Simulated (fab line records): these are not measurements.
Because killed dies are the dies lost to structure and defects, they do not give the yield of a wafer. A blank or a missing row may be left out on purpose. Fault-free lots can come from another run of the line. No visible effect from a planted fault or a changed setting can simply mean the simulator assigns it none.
Which tool did it? :: flow berkeleyCmos170 :: 14 lots, 42 wafers sampled, at 4 steps of a route of 331

WHAT THE GAUGES SHOWED, per wafer
UCB170_PWELL_THK_MEAS_03. Usual: PWELL_OXIDE_THK gives 26.4 nm (standard deviation 0.59).
lot: L539
measured: day 2 14:46
on: filmMetro-03
PWELL_OXIDE_THK (nm): 25.8 25.3 25.8
flag: 

lot: L540
measured: day 3 04:46
on: filmMetro-03
PWELL_OXIDE_THK (nm): 25.7 25.8 25.4
flag: 

lot: L541
measured: day 3 04:46
on: filmMetro-04
PWELL_OXIDE_THK (nm): 25.8 25.9 26.4
flag: 

lot: L542
measured: day 3 14:04
on: filmMetro-03
PWELL_OXIDE_THK (nm): 26.4 26.8 25.9
flag: 

lot: L545
measured: day 4 06:13
on: filmMetro-03
PWELL_OXIDE_THK (nm): 26.1 26.0 25.7
flag: 

lot: L546
measured: day 4 11:40
on: filmMetro-01
PWELL_OXIDE_THK (nm): 27.1 27.0 26.7
flag: 

lot: L547
measured: day 4 20:29
on: filmMetro-03
PWELL_OXIDE_THK (nm): 25.7 25.8 25.2
flag: 

lot: L552
measured: day 5 20:14
on: filmMetro-03
PWELL_OXIDE_THK (nm): 26.4 26.9 26.6
flag: 

lot: L555
measured: day 6 03:07
on: filmMetro-03
PWELL_OXIDE_THK (nm): 26.9 27.0 27.1
flag: 

lot: L556
measured: day 6 10:29
on: filmMetro-01
PWELL_OXIDE_THK (nm): 26.8 26.3 25.9
flag: 

lot: L557
measured: day 6 16:10
on: filmMetro-03
PWELL_OXIDE_THK (nm): 25.9 26.0 26.2
flag: 

lot: L560
measured: day 7 08:53
on: filmMetro-04
PWELL_OXIDE_THK (nm): 26.6 26.7 26.6
flag: 

lot: L562
measured: day 7 17:29
on: filmMetro-03
PWELL_OXIDE_THK (nm): 26.5 26.3 26.4
flag: 

lot: L561
measured: day 7 17:30
on: filmMetro-04
PWELL_OXIDE_THK (nm): 26.3 26.2 26.7
flag: 

UCB170_ACTIVE_CD_MEAS_13: target cd 1200 nm. Usual: cdNm at 1200.0 nm, with a standard deviation of 1.2.
lot: L539
measured: day 4 08:26
on: cdSem-01
cdNm (nm): 1200.2 1198.9 1200.2
flag: 

lot: L540
measured: day 5 05:00
on: cdSem-02
cdNm (nm): 1200.1 1199.0 1200.2
flag: 

lot: L541
measured: day 5 04:38
on: cdSem-02
cdNm (nm): 1199.1 1198.2 1198.2
flag: 

lot: L542
measured: day 5 08:47
on: cdSem-02
cdNm (nm): 1200.9 1200.4 1200.8
flag: 

lot: L545
measured: day 6 00:35
on: cdSem-02
cdNm (nm): 1201.9 1202.4 1202.5
flag: 

lot: L546
measured: day 6 00:56
on: cdSem-01
cdNm (nm): 1198.9 1198.1 1198.2
flag: 

lot: L547
measured: day 6 10:38
on: cdSem-02
cdNm (nm): 1202.1 1202.1 1201.7
flag: 

lot: L552
measured: day 7 08:01
on: cdSem-02
cdNm (nm): 1200.6 1200.2 1201.0
flag: 

lot: L555
measured: day 7 17:53
on: cdSem-01
cdNm (nm): 1201.0 1201.3 1201.2
flag: 

lot: L556
measured: day 8 05:31
on: cdSem-02
cdNm (nm): 1200.6 1200.6 1202.4
flag: 

lot: L557
measured: day 8 11:12
on: cdSem-01
cdNm (nm): 1198.0 1199.1 1198.6
flag: 

lot: L560
measured: day 9 06:40
on: cdSem-02
cdNm (nm): 1201.1 1198.2 1198.9
flag: 

lot: L562
measured: day 9 19:42
on: cdSem-01
cdNm (nm): 1199.5 1199.0 1200.4
flag: 

lot: L561
measured: day 9 19:50
on: cdSem-01
cdNm (nm): 1200.4 1201.6 1199.6
flag: 

UCB170_SACOX_THK_MEAS_02. Usual: SACOX_OXIDE_THK gives 14.49 nm (standard deviation 0.27).
lot: L539
measured: day 5 10:05
on: filmMetro-03
SACOX_OXIDE_THK (nm): 14.80 14.66 14.72
flag: 

lot: L540
measured: day 6 06:20
on: filmMetro-01
SACOX_OXIDE_THK (nm): 14.71 14.97 14.68
flag: 

lot: L541
measured: day 6 06:20
on: filmMetro-03
SACOX_OXIDE_THK (nm): 14.41 14.64 14.64
flag: 

lot: L542
measured: day 6 06:20
on: filmMetro-02
SACOX_OXIDE_THK (nm): 14.30 14.48 14.35
flag: 

lot: L545
measured: day 7 00:27
on: filmMetro-03
SACOX_OXIDE_THK (nm): 14.71 14.52 14.67
flag: 

lot: L546
measured: day 7 00:27
on: filmMetro-02
SACOX_OXIDE_THK (nm): 14.93 15.11 15.21
flag: 

lot: L547
measured: day 7 13:23
on: filmMetro-01
SACOX_OXIDE_THK (nm): 14.46 14.27 14.37
flag: 

lot: L552
measured: day 8 10:27
on: filmMetro-02
SACOX_OXIDE_THK (nm): 14.43 14.36 14.47
flag: 

lot: L555
measured: day 8 23:21
on: filmMetro-02
SACOX_OXIDE_THK (nm): 14.70 14.48 14.54
flag: 

lot: L560
measured: day 10 03:11
on: filmMetro-01
SACOX_OXIDE_THK (nm): 14.36 14.52 14.42
flag: 

lot: L562
measured: day 10 17:53
on: filmMetro-02
SACOX_OXIDE_THK (nm): 14.32 14.53 14.72
flag: 

lot: L561
measured: day 10 17:57
on: filmMetro-02
SACOX_OXIDE_THK (nm): 14.59 14.50 14.66
flag: 

TOOL THAT RAN EACH LOT (tool first, then ch and the chambers of the sampled wafers, then the start)
lot: L539
UCB170_ACTIVE_OXIDATION_02: furnace-04 ch 0, day 3 23:33

lot: L540
UCB170_ACTIVE_OXIDATION_02: furnace-04 ch 0, day 4 14:52

lot: L541
UCB170_ACTIVE_OXIDATION_02: furnace-04 ch 0, day 4 14:52

lot: L542
UCB170_ACTIVE_OXIDATION_02: furnace-01 ch 0, day 4 22:12

lot: L545
UCB170_ACTIVE_OXIDATION_02: furnace-02 ch 0, day 5 16:16

lot: L546
UCB170_ACTIVE_OXIDATION_02: furnace-02 ch 0, day 5 16:16

lot: L547
UCB170_ACTIVE_OXIDATION_02: furnace-02 ch 0, day 6 01:58

lot: L552
UCB170_ACTIVE_OXIDATION_02: furnace-04 ch 0, day 6 23:19

lot: L555
UCB170_ACTIVE_OXIDATION_02: furnace-02 ch 0, day 7 08:07

lot: L556
UCB170_ACTIVE_OXIDATION_02: furnace-02, day 7 18:53

lot: L557
UCB170_ACTIVE_OXIDATION_02: furnace-02, day 8 00:14

lot: L560
UCB170_ACTIVE_OXIDATION_02: furnace-02 ch 0, day 8 20:20

lot: L562
UCB170_ACTIVE_OXIDATION_02: furnace-01 ch 0, day 9 06:12

lot: L561
UCB170_ACTIVE_OXIDATION_02: furnace-01 ch 0, day 9 06:12
- UCB170_ACTIVE_OXIDATION_02: target thk 26.4 nm, ox time 1260 s.

AS READ BY THE TOOLS THEMSELVES (means over the sampled wafers that have a number; for cases with no such wafer, the mark the record gives instead)
UCB170_ACTIVE_OXIDATION_02. Usual: oxTempC 1000.0 C, standard deviation 0.46; oxTempCMax 1006.2, standard deviation 1.5; spikeTcSourceC 1022.2 C, standard deviation 1.6; zonePowerLoadPct 33.9 %, standard deviation 2.5.
lot: L539
tool: furnace-04
oxTempC (C): 999.8
oxTempCMax: 1007.8
spikeTcSourceC (C): 1020.0
zonePowerLoadPct (%): 33.0
flag: 

lot: L540
tool: furnace-04
oxTempC (C): 1000.0
oxTempCMax: 1007.5
spikeTcSourceC (C): 1020.4
zonePowerLoadPct (%): 33.0
flag: 

lot: L541
tool: furnace-04
oxTempC (C): 999.4
oxTempCMax: 1007.8
spikeTcSourceC (C): 1020.4
zonePowerLoadPct (%): 33.1
flag: 

lot: L542
tool: furnace-01
oxTempC (C): 1000.0
oxTempCMax: 1006.0
spikeTcSourceC (C): 1023.4
zonePowerLoadPct (%): 38.3
flag: 

lot: L545
tool: furnace-02
oxTempC (C): 1000.3
oxTempCMax: 1006.3
spikeTcSourceC (C): 1023.6
zonePowerLoadPct (%): 32.0
flag: 

lot: L546
tool: furnace-02
oxTempC (C): 999.9
oxTempCMax: 1004.8
spikeTcSourceC (C): 1021.9
zonePowerLoadPct (%): 32.0
flag: 

lot: L547
tool: furnace-02
oxTempC (C): 999.7
oxTempCMax: 1005.2
spikeTcSourceC (C): 1022.8
zonePowerLoadPct (%): 32.4
flag: 

lot: L552
tool: furnace-04
oxTempC (C): 1000.5
oxTempCMax: 1007.7
spikeTcSourceC (C): 1020.0
zonePowerLoadPct (%): 33.0
flag: 

lot: L555
tool: furnace-02
oxTempC (C): 999.3
oxTempCMax: 1004.4
spikeTcSourceC (C): 1023.4
zonePowerLoadPct (%): 31.7
flag: 

lot: L556
tool: furnace-02
oxTempC (C): -
oxTempCMax: -
spikeTcSourceC (C): -
zonePowerLoadPct (%): -
flag: OFF

lot: L557
tool: furnace-02
oxTempC (C): -
oxTempCMax: -
spikeTcSourceC (C): -
zonePowerLoadPct (%): -
flag: OFF

lot: L560
tool: furnace-02
oxTempC (C): 1000.2
oxTempCMax: 1006.5
spikeTcSourceC (C): 1022.7
zonePowerLoadPct (%): 32.0
flag: 

lot: L562
tool: furnace-01
oxTempC (C): 1000.1
oxTempCMax: 1005.9
spikeTcSourceC (C): 1022.9
zonePowerLoadPct (%): 38.1
flag: 

lot: L561
tool: furnace-01
oxTempC (C): 1000.0
oxTempCMax: 1005.7
spikeTcSourceC (C): 1022.9
zonePowerLoadPct (%): 38.1
flag: 

THE ANSWER, worked out from the rows above alone
Rule: lot off if the mean of its wafers having a number is beyond 3 standard deviations from the usual mean. Also off: a lot with no number at a reading for which 4 or more lots have one. The other lots that the step has rows for count as sound. After the gauges, taken in route order, come the tools' own readings; for these a lot's mean is taken, as printed above. At the first step where some lot is off, the reading lying furthest off is the one used; lots without a number count as furthest.
Off at UCB170_ACTIVE_OXIDATION_02 (oxTempC): L556, L557. Without a number there: L556, L557.
A tool fits if, at that step or a process step before it, it ran every lot that is off, and no sound lot after the first of them. Not one of the candidates tried fits.

WHAT THE SIMULATOR PUT IN
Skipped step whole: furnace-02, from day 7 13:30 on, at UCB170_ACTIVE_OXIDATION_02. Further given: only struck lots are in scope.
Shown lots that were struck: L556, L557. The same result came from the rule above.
